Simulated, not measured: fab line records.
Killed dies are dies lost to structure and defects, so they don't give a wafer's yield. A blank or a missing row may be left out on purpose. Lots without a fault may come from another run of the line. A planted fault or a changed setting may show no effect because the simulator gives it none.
A single fault, viewed from 2 desks	flow berkeley_cmos170	every desk sees just its own numbers, and what lay behind them comes last

FROM THE METROLOGY DESK
What the gauges read, lot by lot, whatever tool the lot ran on: means of the sampled wafers that have a number. Any lot whose mean is over 4 standard deviations away from the usual mean is out of limits and marked OUT; that distance is given in the brackets.
Columns: A = M1_AL_RS at UCB170_M1_RS_MEAS_01, usual 0.0484 ohm/sq; B = M1_AL_THK at UCB170_M1_THK_MEAS_02, usual 596 nm; C = cd_nm at UCB170_M1_CD_MEAS_09, usual 699.9 nm; D = M1_OVL at UCB170_M1_OVL_MEAS_10, usual -3 nm
lot	first seen here	A	B	C	D
L705	day 8 13:52	0.0493	586	697.2	-2
L714	day 10 22:54	0.0485	592	699.9	-3
L716	day 11 19:52	0.0483	596	699.7	-2
L720	day 12 14:01	0.0485	599	702.4	-7
L723	day 13 00:12	0.0472	608	700.5	-4
L728	day 13 16:51	0.0490	588	699.9	2
Result from this desk: across the 6 lots, nothing is out of limits.

TOOL OWNER'S DESK, rie_metal-03
The tool's own readings at UCB170_M1_METAL_ETCH_12 (etches Al in Cl2/BCl3, stops on PSG, target depth 780 nm, time 130 s): means of the sampled wafers that have a number, for each lot that ran on this tool. Any lot whose mean is over 4 standard deviations away from the usual mean is out of limits and marked OUT; that distance is given in the brackets.
Columns: A = drypump_motor_current_A at UCB170_M1_METAL_ETCH_12, usual 5.6 A; B = oes_product_au at UCB170_M1_METAL_ETCH_12, usual 0.851 a.u.; C = run_length_s at UCB170_M1_METAL_ETCH_12, usual 158.42 s; D = throttle_valve_pct at UCB170_M1_METAL_ETCH_12, usual 24.5 %
lot	first seen here	A	B	C	D
L705	day 8 15:13	5.8	0.833	158.28	24.7
L714	day 11 00:15	5.8	0.910 (+4.2) OUT	149.55 (-37) OUT	24.7
L716	day 11 21:10	5.9	0.917 (+4.7) OUT	149.54 (-37) OUT	24.7
This desk's verdict: out of limits on L714, L716, starting with L714 at day 11 00:15 (oes_product_au at UCB170_M1_METAL_ETCH_12). Within limits: L705.

BROUGHT TOGETHER
On L714, L716, at day 11 00:15, an alarm was possible from the tool owner's desk.
The metrology desk saw nothing out of limits.
The metrology desk holds a record of L714, L716, inside its limits.
All the named lots went through UCB170_M1_METAL_ETCH_12 on rie_metal-03.

WHAT THE SIMULATOR HAD INSERTED
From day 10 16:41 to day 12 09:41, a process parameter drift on rie_metal-03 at UCB170_M1_METAL_ETCH_12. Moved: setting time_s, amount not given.
Lots struck among those shown: L714, L716.
Time in hours from fault onset to the first out-of-limits reading at each desk: the tool owner's desk, 8.
